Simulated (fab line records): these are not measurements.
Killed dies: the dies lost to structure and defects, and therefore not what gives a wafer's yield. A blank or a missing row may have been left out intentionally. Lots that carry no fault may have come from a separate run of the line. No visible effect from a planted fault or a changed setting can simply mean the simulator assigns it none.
Struck lot and sound lot, side by side ; flow rit cmos ; 43 out of 202 route steps
Sound: wafers L744.3, L744.5, L744.6. Wafers L748.1, L748.2, L748.3 were the ones struck. Last of all comes the cause.
For every step that has rows: the tool of each side, followed by ch and its chambers, followed by its first start. Under that, the readings that differ: sound wafers ; struck wafers ; difference of the means ; sigmas: that difference in standard deviations of wafers without a fault.
alike: readings whose means differ by less than 2 such deviations, and words and numbers that are the same on both sides. not compared: withheld readings, readings that some wafer has no value for, bounds like >300 that may hide the same value, and numbers for which the record gives no deviation and whose values overlap.
The two part at a step that has a row with sigmas, a row that says differs or no value, or rows on one side only. When numbers do not overlap yet have no deviation, they are printed without sigmas and do not part them. A reading missing from all wafers of one side parts the sides only when that side holds two or more wafers.

first, 3 steps without rows for these wafers: RIT_GATE_EXPOSE_13 (exposes mask M6, target cd 150 nm); RIT_GATE_PEB_14; RIT_GATE_DEVELOP_15 (develop time 50 s).
RIT_GATE_CD_MEAS_16: target cd 150 nm.
  struck on cd sem-02, day 5 07:45; sound on cd sem-01, day 4 15:26
  alike: cd nm
RIT_GATE_OVL_MEAS_17:
  struck on overlay-01, day 5 07:52; sound on overlay-01, day 4 15:32
  alike: GATE_OVL
then, 1 step without rows for these wafers: RIT_GATE_HARDBAKE_18 (time 60 s).
RIT_GATE_ETCH_19: etches poly-Si in SF6/CHF3/O2, stops on SiO2, time 165 s, target depth 312.5 nm.
  sound on rie si-02 ch 0,3, day 4 15:42; struck on rie si-02 ch 0,2,3, day 5 08:03
  alike: drypump motor current A, oes product au, throttle valve pct
  not compared: rf hours counter h
RIT_GATE_STRIP_20: strips in O2, time 180 s.
  sound on plasma asher-02 ch 0,1, day 4 15:52; struck on plasma asher-01 ch 0,1, day 5 08:10
  alike: drypump motor current A, o2 flow sccm, rf refl power W
  not compared: rf hours counter h
RIT_GATE_CD_MEAS_90: target cd 150 nm.
  struck on cd sem-02, day 5 08:20; sound on cd sem-01, day 4 16:01
  alike: cd nm
then, 3 steps without rows for these wafers: RIT_REOX_CLEAN_00 (cleans in SC1, time 600 s); RIT_REOX_CLEAN_01 (cleans in dHF, time 30 s); RIT_REOX_CLEAN_02 (cleans in SC2, time 600 s).
RIT_REOX_OXIDATION_03: target thk 25.2 nm, ox time 5580 s.
  sound on furnace-04 ch 0, day 4 16:46; struck on furnace-04 ch 0, day 5 09:11
  alike: ox temp c, tube_center_temp_C_max
RIT_REOX_THK_MEAS_04:
  struck on film metro-01, day 5 11:44; sound on film metro-01, day 4 19:20
  alike: REOX_OXIDE_THK
then, 6 steps without rows for these wafers: RIT_NLDD_HMDS_00 (prime time 60 s); RIT_NLDD_COAT_01 (resist thk 1000 nm); RIT_NLDD_SOFTBAKE_02 (time 60 s); RIT_NLDD_EXPOSE_03 (exposes mask M7, target cd 40700 nm); RIT_NLDD_PEB_04; RIT_NLDD_DEVELOP_05 (develop time 50 s).
RIT_NLDD_OVL_MEAS_06:
  struck on overlay-01, day 5 12:46; sound on overlay-02, day 4 20:22
  alike: NLDD_OVL
then, 2 steps without rows for these wafers: RIT_NLDD_HARDBAKE_07 (time 60 s); RIT_NLDD_IMPLANT_08.
RIT_NLDD_STRIP_09: strips in O2, time 180 s.
  sound on plasma asher-02 ch 0,1, day 4 20:45; struck on plasma asher-04 ch 0,1, day 5 13:15
reading;sound;struck;difference;sigmas
rf refl power W (W);9.4 9.5 5.4;5.7 4.0 4.3;-3.4;-2
  alike: drypump motor current A, o2 flow sccm
  not compared: rf hours counter h
RIT_NLDD_TW_MEAS_10:
  struck on film metro-04, day 5 13:26; sound on film metro-04, day 4 20:53
  alike: NLDD_TW
then, 6 steps without rows for these wafers: RIT_PLDD_HMDS_00 (prime time 60 s); RIT_PLDD_COAT_01 (resist thk 1000 nm); RIT_PLDD_SOFTBAKE_02 (time 60 s); RIT_PLDD_EXPOSE_03 (exposes mask M8, target cd 40900 nm); RIT_PLDD_PEB_04; RIT_PLDD_DEVELOP_05 (develop time 50 s).
RIT_PLDD_OVL_MEAS_06:
  struck on overlay-02, day 5 14:28; sound on overlay-01, day 4 21:47
  alike: PLDD_OVL
then, 2 steps without rows for these wafers: RIT_PLDD_HARDBAKE_07 (time 60 s); RIT_PLDD_IMPLANT_08.
RIT_PLDD_STRIP_09: strips in O2, time 180 s.
  sound on plasma asher-04 ch 0,1, day 4 22:10; struck on plasma asher-01 ch 0,1, day 5 14:48
  alike: drypump motor current A, o2 flow sccm, rf refl power W
  not compared: rf hours counter h
RIT_PLDD_TW_MEAS_10:
  struck on film metro-02, day 5 14:58; sound on film metro-02, day 4 22:19
  alike: PLDD_TW
then, 4 steps without rows for these wafers: RIT_SPACER_CLEAN_00 (cleans in SC1, time 600 s); RIT_SPACER_CLEAN_01 (cleans in dHF, time 30 s); RIT_SPACER_CLEAN_02 (cleans in SC2, time 600 s); RIT_SPACER_CVD_03 (deposits Si3N4 from SiH2Cl2/NH3, target thk 250 nm, time 3300 s).
RIT_SPACER_THK_MEAS_04:
  struck on film metro-03, day 5 18:28; sound on film metro-02, day 5 01:37
  alike: SPACER_NITRIDE_THK
RIT_SPACER_ETCHBACK_05: etches Si3N4 in SF6/CHF3, stops on SiO2, target depth 250 nm, time 240 s.
  sound on rie diel-04 ch 0,1,2, day 5 01:39; struck on rie diel-03 ch 0,1,3, day 5 18:32
  alike: drypump motor current A, oes product au, throttle valve pct
  not compared: rf hours counter h
RIT_M1_PROBE_99:
  struck on prober-02, day 6 05:34; sound on prober-02, day 5 13:29
reading;sound;struck;difference;sigmas
killed at front end;7 10 4;73 75 78;+68;+23
killed dies;7 10 4;73 75 78;+68;+22
killed on rim;1 6 2;16 23 17;+16;+10
  alike: killed_at_M0_to_M3, killed open, killed short

== WHERE THEY PART ==
Earliest at RIT_NLDD_STRIP_09; latest, in this record, at RIT_M1_PROBE_99.

WHY: the cause the simulator had injected
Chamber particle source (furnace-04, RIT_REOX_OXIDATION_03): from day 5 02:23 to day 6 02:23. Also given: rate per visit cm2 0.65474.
